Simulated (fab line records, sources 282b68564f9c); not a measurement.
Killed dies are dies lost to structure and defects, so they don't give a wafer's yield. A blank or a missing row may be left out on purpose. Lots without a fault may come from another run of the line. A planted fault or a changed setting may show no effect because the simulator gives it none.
Which tool did it? | flow rit_cmos | 14 lots, 42 wafers sampled, at 2 steps of a route of 202

WHAT THE GAUGES READ, wafer by wafer
RIT_PRETRO_TW_MEAS_10. Usual: PRETRO_TW 472.7, standard deviation 2.6.
lot  | measured    | on            | PRETRO_TW         | flag
L477 | day 2 07:33 | film_metro-04 | 476.5 476.2 476.1 |
L478 | day 2 12:01 | film_metro-04 | 472.2 475.0 475.3 |
L482 | day 3 08:50 | film_metro-04 | 477.2 481.3 475.8 |
L483 | day 3 13:02 | film_metro-03 | 474.0 470.3 472.3 |
L485 | day 3 23:46 | film_metro-03 | 471.6 472.3 471.6 |
L486 | day 4 05:29 | film_metro-04 | 473.9 475.1 472.9 |
L487 | day 4 09:53 | film_metro-01 | 469.1 469.7 468.9 |
L489 | day 4 19:59 | film_metro-04 | 472.5 472.9 473.0 |
L491 | day 5 05:13 | film_metro-03 | 471.8 468.6 471.4 |
L493 | day 5 15:15 | film_metro-01 | 470.3 469.3 472.5 |
L494 | day 5 20:31 | film_metro-01 | 517.1 517.8 517.6 | OFF
L495 | day 6 01:28 | film_metro-03 | 475.1 471.5 472.8 |
L496 | day 6 08:58 | film_metro-04 | 523.4 517.9 520.4 | OFF
L500 | day 7 04:39 | film_metro-04 | 475.0 476.4 475.3 |

WHICH TOOL RAN EACH LOT (tool, then ch and the chambers of the sampled wafers, then the start)
lot  | RIT_PRETRO_IMPLANT_08
L477 | implanter-01 ch 0, day 2 07:14
L478 | implanter-01 ch 0, day 2 11:43
L482 | implanter-02 ch 0, day 3 08:33
L483 | implanter-03 ch 0, day 3 12:43
L485 | implanter-01 ch 0, day 3 23:27
L486 | implanter-03 ch 0, day 4 05:10
L487 | implanter-01 ch 0, day 4 09:35
L489 | implanter-01 ch 0, day 4 19:41
L491 | implanter-02 ch 0, day 5 04:54
L493 | implanter-02 ch 0, day 5 14:56
L494 | implanter-02 ch 0, day 5 20:11
L495 | implanter-03 ch 0, day 6 01:08
L496 | implanter-02 ch 0, day 6 08:39
L500 | implanter-03 ch 0, day 7 04:20
- RIT_PRETRO_IMPLANT_08

WHAT THE TOOLS THEMSELVES READ (means of the sampled wafers that have a number; where no wafer has one, the mark that the record gives instead)
RIT_PRETRO_IMPLANT_08. Usual: dose_ions_cm2 1.2003e+13, standard deviation 1.3e+10; faraday_current_uA 38.1, standard deviation 0.72.
lot  | tool         | dose_ions_cm2 | faraday_current_uA | flag
L477 | implanter-01 | 1.1991e+13    | 38.5               |
L478 | implanter-01 | 1.2017e+13    | 38.7               |
L482 | implanter-02 | 1.2007e+13    | 37.6               |
L483 | implanter-03 | 1.2011e+13    | 38.1               |
L485 | implanter-01 | 1.2014e+13    | 38.0               |
L486 | implanter-03 | 1.1996e+13    | 37.9               |
L487 | implanter-01 | 1.2006e+13    | 38.2               |
L489 | implanter-01 | 1.2003e+13    | 38.1               |
L491 | implanter-02 | 1.2006e+13    | 37.5               |
L493 | implanter-02 | 1.1992e+13    | 38.3               |
L494 | implanter-02 | 1.6311e+13    | 51.5               | OFF
L495 | implanter-03 | 1.2010e+13    | 37.3               |
L496 | implanter-02 | 1.6322e+13    | 51.6               | OFF
L500 | implanter-03 | 1.1989e+13    | 37.8               |

THE ANSWER, worked out from the rows above alone
Rule: a lot is off if the mean of its wafers that have a number lies more than 3 standard deviations from the usual mean. A lot without any number at a reading at which 4 lots or more have one is off too. The other lots that the step has rows for count as sound. The gauges are gone through in route order, then the tools' own readings, and for those a lot's mean is taken as printed above. The first step at which some lot is off is used, and at that step the reading that is off furthest; a lot without a number counts as furthest.
Off: L494, L496, at RIT_PRETRO_TW_MEAS_10 (PRETRO_TW).
A tool fits if, at a process step before that reading, it ran every lot that is off, and no sound lot after the first of them. The gauges at RIT_PRETRO_TW_MEAS_10 aren't tried: what is off there is off at RIT_PRETRO_IMPLANT_08 too, on other tools, and a gauge's error can't cause that. One fits: implanter-02 at RIT_PRETRO_IMPLANT_08. Its last sound lot is L493 (day 5 14:56), its first lot that is off L494 (day 5 20:11): a fault that began between those two fits.
The tool's own readings at RIT_PRETRO_IMPLANT_08 bear it out: on the lots that are off they differ by more than 5 times the standard deviation of the sound lots' means. dose_ions_cm2 reads 1.6316e+13 there against 1.2004e+13 on the sound lots; faraday_current_uA reads 51.5 there against 38.0 on the sound lots.

WHAT THE SIMULATOR HAD PUT IN
Process parameter drift: implanter-02, from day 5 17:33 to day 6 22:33, at RIT_PRETRO_IMPLANT_08. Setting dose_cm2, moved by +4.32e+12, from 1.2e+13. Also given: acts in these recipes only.
Lots struck among those shown: L494, L496. The rule above found the same.
